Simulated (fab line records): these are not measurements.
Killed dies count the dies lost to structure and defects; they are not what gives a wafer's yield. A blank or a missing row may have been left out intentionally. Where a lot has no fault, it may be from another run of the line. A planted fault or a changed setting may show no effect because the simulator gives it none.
A single fault, viewed from 2 desks    flow berkeleyCmos170    each desk holds nothing but its own numbers, with what lay behind them at the end

## FROM THE METROLOGY DESK
What the gauges read, lot by lot, whatever tool the lot ran on: means of the sampled wafers that have a number. A lot is out of limits, marked OUT, if its mean lies more than 4 standard deviations from the usual mean; the brackets give that distance.
Columns: A = cdNm at UCB170_M3_CD_MEAS_90, usual 701.0 nm
lot   first seen here  A
L281  day 9 03:59      700.8
L282  day 9 08:20      700.4
L286  day 10 01:59     699.1
L283  day 10 06:47     697.9
L285  day 10 07:01     700.4
L289  day 10 18:16     706.4
L287  day 10 22:03     697.2
L288  day 11 17:19     703.2
L291  day 11 19:29     704.5
L295  day 13 03:52     702.8
L296  day 13 11:32     698.5
L299  day 13 18:46     703.3
L297  day 13 19:03     701.1
L301  day 13 20:31     702.8
This desk found nothing out of limits on any of the 14 lots.

## THE TOOL OWNER'S DESK: rieMetal-01
The tool's own readings at UCB170_M3_METAL_ETCH_18 (etches Al in Cl2/BCl3, stops on SiO2, target depth 1170 nm, time 195 s): means of the sampled wafers that have a number, for each lot that ran on this tool. A lot is out of limits, marked OUT, if its mean lies more than 4 standard deviations from the usual mean; the brackets give that distance.
Columns: A = drypumpMotorCurrentA at UCB170_M3_METAL_ETCH_18, usual 6.0 A; B = oesProductAu at UCB170_M3_METAL_ETCH_18, usual 0.850 a.u.; C = throttleValvePct at UCB170_M3_METAL_ETCH_18, usual 24.41 %
lot   first seen here  A    B      C
L281  day 9 03:43      6.0  0.843  24.63
L286  day 10 01:41     6.0  0.837  24.61
L285  day 10 06:43     6.0  0.844  24.60
L289  day 10 17:58     6.0  0.845  24.63
L291  day 11 19:11     6.0  0.844  24.63
This desk found nothing out of limits on any of the 5 lots.

## ALL TOGETHER
Metrology desk: nothing out of limits seen.
Nothing out of limits was seen by the tool owner's desk.

## WHAT THE SIMULATOR PUT IN
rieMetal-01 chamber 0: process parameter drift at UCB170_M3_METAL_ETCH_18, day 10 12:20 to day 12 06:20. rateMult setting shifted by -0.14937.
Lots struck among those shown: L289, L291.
